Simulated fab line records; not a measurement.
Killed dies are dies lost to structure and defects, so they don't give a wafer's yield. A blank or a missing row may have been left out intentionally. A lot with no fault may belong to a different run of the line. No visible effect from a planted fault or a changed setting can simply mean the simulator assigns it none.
Shared-tool check -- flow rit-cmos -- 42 wafers sampled across 14 lots

## REASON IT WAS OPENED
At RIT_NWELL_OVL_MEAS_06 the reading NWELL_OVL is flagged on 2 of 14 lots. Wafers without a fault read 1.2 nm, standard deviation 1.3.
Rule: a lot gets a flag if all its wafers with a number sit over 4 standard deviations from that mean, or if no wafer of it has a number. As for the other lots, they are considered sound.

lot,measured,on,"NWELL_OVL (nm), wafer by wafer",flag
L168,day 2 00:45,overlay-02,2.5 1.0 1.5,
L169,day 2 06:35,overlay-01,-0.9 -0.8 -0.7,
L170,day 2 12:39,overlay-01,3.4 -0.5 -0.5,
L171,day 2 13:32,overlay-01,0.7 -0.5 1.3,
L173,day 3 01:13,overlay-02,2.1 0.9 1.1,
L175,day 3 08:55,overlay-02,1.5 2.5 2.3,
L176,day 3 16:26,overlay-02,3.2 3.2 2.9,
L177,day 3 20:44,overlay-02,-300.9 -300.3 -298.6,FLAGGED
L179,day 4 08:34,overlay-02,-299.3 -298.8 -299.0,FLAGGED
L182,day 4 20:29,overlay-01,0.8 -0.2 0.2,
L183,day 5 02:54,overlay-02,0.2 0.5 -0.2,
L186,day 5 16:01,overlay-01,2.5 1.2 2.6,
L190,day 6 16:13,overlay-01,1.2 1.1 -1.5,
L191,day 7 00:59,overlay-01,3.8 1.2 0.7,
Averaged over the flagged lots the numbers come to -299.5 nm, -300.7 nm from the usual (-99 or more standard deviations).

## TOOL THAT RAN EACH LOT
The record keeps 1 process step preceding the reading, out of 202 steps on the route. Cell contents, in order: the tool; ch with the chambers the sampled wafers went through; the start.
lot,flag,RIT_NWELL_EXPOSE_03
L168,,"iline-stepper-02 ch 0, day 2 00:19"
L169,,"iline-stepper-01 ch 0, day 2 06:10"
L170,,"iline-stepper-02 ch 0, day 2 12:10"
L171,,"iline-stepper-02 ch 0, day 2 13:06"
L173,,"iline-stepper-02 ch 0, day 3 00:47"
L175,,"iline-stepper-01 ch 0, day 3 08:29"
L176,,"iline-stepper-02 ch 0, day 3 16:01"
L177,FLAGGED,"iline-stepper-01 ch 0, day 3 20:19"
L179,FLAGGED,"iline-stepper-01 ch 0, day 4 08:05"
L182,,"iline-stepper-02 ch 0, day 4 20:04"
L183,,"iline-stepper-02 ch 0, day 5 02:31"
L186,,"iline-stepper-02 ch 0, day 5 15:35"
L190,,"iline-stepper-02 ch 0, day 6 15:47"
L191,,"iline-stepper-02 ch 0, day 7 00:34"
These steps, and what they do:
- RIT_NWELL_EXPOSE_03: exposes mask M2, target cd 43900 nm.
- RIT_NWELL_OVL_MEAS_06

## FLAGGED AGAINST TOTAL, ONE TOOL AT A TIME (gauges that did the reading follow at the end)
step,tool,lots run,flagged,share of the flagged lots,sound lots run after its first flagged lot
RIT_NWELL_EXPOSE_03,iline-stepper-01,4,2,all,0
RIT_NWELL_EXPOSE_03,iline-stepper-02,10,0,none,-
RIT_NWELL_OVL_MEAS_06,overlay-01,7,0,none,-
RIT_NWELL_OVL_MEAS_06,overlay-02,7,2,all,1 (L183)

## WHAT THE TABLE ALLOWS
Table rows that saw every flagged lot: 2, namely iline-stepper-01 at RIT_NWELL_EXPOSE_03 and overlay-02 at RIT_NWELL_OVL_MEAS_06.
- iline-stepper-01 at RIT_NWELL_EXPOSE_03 ran 4 lots, 2 of them flagged. It ran its last sound lot, L175, at day 3 08:29 and its first flagged lot, L177, at day 3 20:19: a fault with its onset between the two fits.
- overlay-02 at RIT_NWELL_OVL_MEAS_06 ran 7 lots, 2 of them flagged. Sound lots ran on it after the first flagged one (L183), which a lasting fault on the whole tool wouldn't allow.
What remains is a single tool, iline-stepper-01 at RIT_NWELL_EXPOSE_03.

## WHAT THE SIMULATOR PUT IN
Scanner matching overlay: iline-stepper-01, from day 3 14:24 on, at RIT_NWELL_EXPOSE_03. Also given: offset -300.
Lots struck among those shown: L177, L179. This agrees with what the rule above found.
